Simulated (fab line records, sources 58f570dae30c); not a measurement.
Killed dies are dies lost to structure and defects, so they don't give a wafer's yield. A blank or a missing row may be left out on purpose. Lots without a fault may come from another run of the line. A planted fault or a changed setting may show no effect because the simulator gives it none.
One fault seen from 2 desks | flow berkeley_cmos170 | each desk has only its own numbers; what lay behind them comes last

THE TOOL OWNER'S DESK: lpcvd-01
The tool's own readings at UCB170_PWELL_CVD_05 (deposits Si3N4 from SiH2Cl2/NH3, target thk 220 nm, time 3300 s): means of the sampled wafers that have a number, for each lot that ran on this tool. A lot is out of limits, marked OUT, if its mean lies more than 4 standard deviations from the usual mean; the brackets give that distance.
Columns: A = nh3_flow_sccm at UCB170_PWELL_CVD_05, usual 75.02 sccm; B = sih2cl2_flow_sccm at UCB170_PWELL_CVD_05, usual 25.01 sccm; C = zone_power_load_pct at UCB170_PWELL_CVD_05, usual 22.0 %
lot  | first seen here | A     | B               | C
L421 | day 3 08:46     | 75.15 | 24.95           | 21.4
L427 | day 4 17:17     | 75.23 | 20.00 (-84) OUT | 20.5
This desk's finding: out of limits on L427; first on L427, day 4 17:17 (sih2cl2_flow_sccm at UCB170_PWELL_CVD_05). In limits: L421.

THE METROLOGY DESK
What the gauges read, lot by lot, whatever tool the lot ran on: means of the sampled wafers that have a number. A lot is out of limits, marked OUT, if its mean lies more than 4 standard deviations from the usual mean; the brackets give that distance.
Columns: A = PWELL_NITRIDE_THK at UCB170_PWELL_THK_MEAS_06, usual 220.5 nm
lot  | first seen here | A
L421 | day 3 10:41     | 223.4
L422 | day 3 14:16     | 222.4
L427 | day 4 19:13     | 210.7 (-5.2) OUT
L432 | day 5 23:31     | 220.6
L433 | day 5 23:31     | 221.5
L434 | day 6 16:54     | 220.7
L435 | day 6 16:55     | 221.1
L436 | day 7 00:27     | 222.2
L439 | day 7 21:41     | 220.5
L440 | day 7 21:41     | 218.6
L441 | day 8 03:40     | 221.8
L443 | day 8 03:40     | 223.0
L442 | day 8 03:42     | 219.9
This desk's finding: out of limits on L427; first on L427, day 4 19:13 (PWELL_NITRIDE_THK at UCB170_PWELL_THK_MEAS_06). In limits: L421, L422, L432, L433, L434, L435, L436, L439, L440, L441, L443, L442.

PUT TOGETHER
The tool owner's desk could have raised an alarm at day 4 17:17, on L427.
The metrology desk could have raised an alarm at day 4 19:13, on L427.
Of the lots named, all ran UCB170_PWELL_CVD_05 on lpcvd-01.

WHAT THE SIMULATOR HAD PUT IN
Process parameter drift: lpcvd-01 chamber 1, from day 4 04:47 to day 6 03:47, at UCB170_PWELL_CVD_05. Setting sih2cl2_flow_sccm, moved by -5, from 25. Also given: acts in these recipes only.
Lots struck among those shown: L427.
Hours from the fault's start to each desk's first reading out of limits: the tool owner's desk, 12; the metrology desk, 14.
